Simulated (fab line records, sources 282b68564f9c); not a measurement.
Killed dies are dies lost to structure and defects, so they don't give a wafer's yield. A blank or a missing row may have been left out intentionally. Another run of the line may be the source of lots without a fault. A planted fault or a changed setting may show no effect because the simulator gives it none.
Which tool did it? | flow ritCmos | 14 lots, 42 wafers sampled, at 1 step of a route of 202

== WHAT THE GAUGES READ, wafer by wafer ==
Not one reading of a measure or inspect step in the record can be checked against a usual standard deviation.

== WHICH TOOL RAN EACH LOT (tool, then ch and the chambers of the sampled wafers, then the start) ==
lot  | RIT_GATE_EXPOSE_13
L138 | ilineStepper-02 ch 0, day 3 18:59
L139 | ilineStepper-01 ch 0, day 3 19:12
L143 | ilineStepper-02 ch 0, day 4 07:44
L142 | ilineStepper-01, day 4 07:59
L144 | ilineStepper-02, day 4 11:18
L149 | ilineStepper-01 ch 0, day 5 09:22
L150 | ilineStepper-02 ch 0, day 5 17:11
L151 | ilineStepper-02 ch 0, day 5 20:31
L153 | ilineStepper-02 ch 0, day 6 09:52
L154 | ilineStepper-02 ch 0, day 6 13:10
L155 | ilineStepper-01 ch 0, day 6 17:24
L156 | ilineStepper-02 ch 0, day 6 17:40
L157 | ilineStepper-02 ch 0, day 7 07:49
L159 | ilineStepper-02 ch 0, day 7 11:43
- RIT_GATE_EXPOSE_13: exposes mask M6, target cd 150 nm.

== AS READ BY THE TOOLS THEMSELVES (means over the sampled wafers that have a number; for cases with no such wafer, the mark the record gives instead) ==
RIT_GATE_EXPOSE_13.
lot  | tool            | exposureDoseMJCm2 | focusOffsetNm (nm) | stageVelMmS (mm/s)
L138 | ilineStepper-02 | 379.3             | 0.9                | 499.96
L139 | ilineStepper-01 | 379.8             | -0.0               | 499.98
L143 | ilineStepper-02 | 380.0             | -0.3               | 500.26
L142 | ilineStepper-01 | -                 | -                  | -
L144 | ilineStepper-02 | -                 | -                  | -
L149 | ilineStepper-01 | 380.5             | 0.1                | 499.66
L150 | ilineStepper-02 | 379.8             | 0.5                | 499.77
L151 | ilineStepper-02 | 380.2             | -0.1               | 499.98
L153 | ilineStepper-02 | 379.8             | 0.6                | 499.99
L154 | ilineStepper-02 | 380.2             | -0.3               | 500.05
L155 | ilineStepper-01 | 380.0             | -0.1               | 499.88
L156 | ilineStepper-02 | 379.5             | -0.1               | 499.79
L157 | ilineStepper-02 | 379.7             | -0.3               | 499.91
L159 | ilineStepper-02 | 379.9             | -0.3               | 499.88

== THE ANSWER, worked out from the rows above alone ==
Rule: usual is defined by the lots themselves. The widest of any qualifying gaps counts: lots, ordered by their means at a reading, are off when they make up no more than a third of the lots, leave a main group of 4 or more, and stand apart from it by 3 or more times the standard deviation of that group's means. The tables above print the reading to a certain number of digits; a main group whose means all agree to those digits is not used. A lot without any number at a reading at which 4 lots or more have one is off too. Where the step has rows for the other lots, those lots are counted as sound. Order of review: gauges by route order, followed by the tools' own readings, for which a lot's mean as printed above is used. At the first step where some lot is off, the reading lying furthest off is the one used; lots without a number count as furthest.
Off: L142, L144 (RIT_GATE_EXPOSE_13, exposureDoseMJCm2). Without a number there: L142, L144. Main group: mean 379.9, sd 0.31.
A tool fits if, at that step or a process step before it, it ran every lot that is off, and no sound lot after the first of them. No candidate that was tried fits.

== WHAT THE SIMULATOR HAD PUT IN ==
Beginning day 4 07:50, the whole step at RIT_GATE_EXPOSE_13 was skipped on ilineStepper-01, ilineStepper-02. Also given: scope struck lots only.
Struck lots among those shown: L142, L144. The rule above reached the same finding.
